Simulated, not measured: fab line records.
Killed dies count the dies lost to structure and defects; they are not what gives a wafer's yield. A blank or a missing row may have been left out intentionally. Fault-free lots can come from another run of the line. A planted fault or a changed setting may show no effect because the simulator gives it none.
Which tool did it?    flow berkeleyCmos170    42 wafers from 14 lots sampled at 4 of the route's 331 steps

WHAT THE GAUGES READ, wafer by wafer
UCB170_NWELL_OVL_MEAS_12.
lot   measured     on          NWELL_OVL (nm)
L250  day 2 04:16  overlay-02  -3 5 -3
L251  day 2 07:50  overlay-02  2 0 1
L252  day 2 16:32  overlay-01  -5 0 -7
L253  day 2 16:38  overlay-02  -1 0 -2
L254  day 3 02:13  overlay-02  4 6 7
L255  day 3 06:14  overlay-02  -1 -3 -1
L258  day 3 18:34  overlay-01  7 6 9
L259  day 4 06:12  overlay-01  0 -4 1
L261  day 4 16:34  overlay-01  3 5 4
L262  day 4 16:44  overlay-02  4 -5 -1
L270  day 6 09:02  overlay-01  2 -1 -8
L271  day 6 15:01  overlay-01  -4 3 2
L272  day 6 22:55  overlay-02  3 3 2
L273  day 6 23:04  overlay-01  -3 -3 2

UCB170_M3_RS_MEAS_02: the measuring method here is four-point-probe.
lot   measured      on            M3_AL_RS (ohm/sq)
L250  day 7 15:09   filmMetro-03  0.0329 0.0326 0.0325
L251  day 7 14:34   filmMetro-01  0.0323 0.0319 0.0319
L252  day 7 15:43   filmMetro-01  0.0323 0.0326 0.0321
L253  day 7 14:50   filmMetro-02  0.0323 0.0326 0.0324
L254  day 7 22:16   filmMetro-02  0.0322 0.0322 0.0323
L255  day 8 03:55   filmMetro-03  0.0326 0.0326 0.0323
L258  day 8 20:37   filmMetro-02  0.0324 0.0316 0.0320
L261  day 9 18:12   filmMetro-03  0.0330 0.0326 0.0326
L270  day 11 13:55  filmMetro-03  0.0323 0.0327 0.0321
L271  day 11 20:15  filmMetro-02  0.0329 0.0324 0.0320
L272  day 12 06:49  filmMetro-01  0.0322 0.0317 0.0322
L273  day 12 06:07  filmMetro-02  0.0326 0.0319 0.0324

UCB170_M3_THK_MEAS_03: measures by xrf.
lot   measured      on            M3_AL_THK (nm)
L250  day 7 15:15   filmMetro-03  892 902 913
L251  day 7 14:41   filmMetro-01  927 935 944
L252  day 7 15:50   filmMetro-01  927 915 930
L253  day 7 14:57   filmMetro-02  926 920 924
L254  day 7 22:23   filmMetro-02  931 929 928
L255  day 8 04:02   filmMetro-03  912 915 915
L258  day 8 20:43   filmMetro-02  923 945 936
L261  day 9 18:19   filmMetro-03  897 914 910
L270  day 11 14:02  filmMetro-03  918 912 920
L271  day 11 20:22  filmMetro-02  902 914 932
L272  day 12 06:56  filmMetro-01  930 947 935
L273  day 12 06:14  filmMetro-02  913 938 922

WHICH TOOL RAN EACH LOT (tool, then ch and the chambers of the sampled wafers, then the start)
lot   UCB170_GATE_STRIP_16
L250  plasmaAsher-04 ch 0,1, day 6 02:34
L251  plasmaAsher-03 ch 0,1, day 6 02:23
L252  plasmaAsher-03 ch 0,1, day 6 02:43
L253  plasmaAsher-02 ch 0,1, day 6 02:46
L254  plasmaAsher-03 ch 0,1, day 6 13:10
L255  plasmaAsher-03 ch 0,1, day 6 18:37
L258  plasmaAsher-03 ch 0,1, day 7 06:40
L259  plasmaAsher-04 ch 0,1, day 7 17:14
L261  plasmaAsher-03 ch 0,1, day 8 01:43
L262  plasmaAsher-04 ch 0,1, day 8 01:29
L270  plasmaAsher-04 ch 0,1, day 10 04:27
L271  plasmaAsher-03 ch 0,1, day 10 08:06
L272  plasmaAsher-04 ch 0,1, day 10 19:46
L273  plasmaAsher-03 ch 0,1, day 10 19:53
- UCB170_GATE_STRIP_16: strips in O2.

AS READ BY THE TOOLS THEMSELVES (means over the sampled wafers that have a number; for cases with no such wafer, the mark the record gives instead)
UCB170_GATE_STRIP_16.
lot   tool            chamberPressureMTorr (mTorr)  drypumpMotorCurrentA (A)  oesProductAu (a.u.)
L250  plasmaAsher-04  3499                          6.4                       0.724
L251  plasmaAsher-03  3497                          5.5                       0.726
L252  plasmaAsher-03  3499                          5.3                       0.729
L253  plasmaAsher-02  3499                          5.4                       0.723
L254  plasmaAsher-03  3498                          5.5                       0.722
L255  plasmaAsher-03  3501                          5.2                       0.719
L258  plasmaAsher-03  3499                          5.5                       0.727
L259  plasmaAsher-04  -                             -                         -
L261  plasmaAsher-03  3501                          5.3                       0.720
L262  plasmaAsher-04  -                             -                         -
L270  plasmaAsher-04  3501                          6.4                       0.726
L271  plasmaAsher-03  3501                          5.3                       0.724
L272  plasmaAsher-04  3499                          6.4                       0.723
L273  plasmaAsher-03  3500                          5.2                       0.723

THE ANSWER, worked out from the rows above alone
Rule: what is usual is taken from the lots themselves. Put in order of their means at a reading, lots are off if they are a third of the lots or fewer, leave a main group of 4 or more, and stand apart from it by a gap of 3 or more times the standard deviation of the main group's means; of several such gaps the widest counts. A main group whose means are all the same, to the digits that the tables above print for the reading, isn't used. A lot without any number at a reading at which 4 lots or more have one is off too. The other lots that the step has rows for count as sound. After the gauges, taken in route order, come the tools' own readings; for these a lot's mean is taken, as printed above. At the first step where some lot is off, the reading lying furthest off is the one used; lots without a number count as furthest.
Off: L259, L262, at UCB170_GATE_STRIP_16 (chamberPressureMTorr). Without a number there: L259, L262. The main group: mean 3500 mTorr, standard deviation 1.3.
A tool fits if, at that step or a process step before it, it ran every lot that is off, and no sound lot after the first of them. None of those tried fits.

WHAT THE SIMULATOR HAD PUT IN
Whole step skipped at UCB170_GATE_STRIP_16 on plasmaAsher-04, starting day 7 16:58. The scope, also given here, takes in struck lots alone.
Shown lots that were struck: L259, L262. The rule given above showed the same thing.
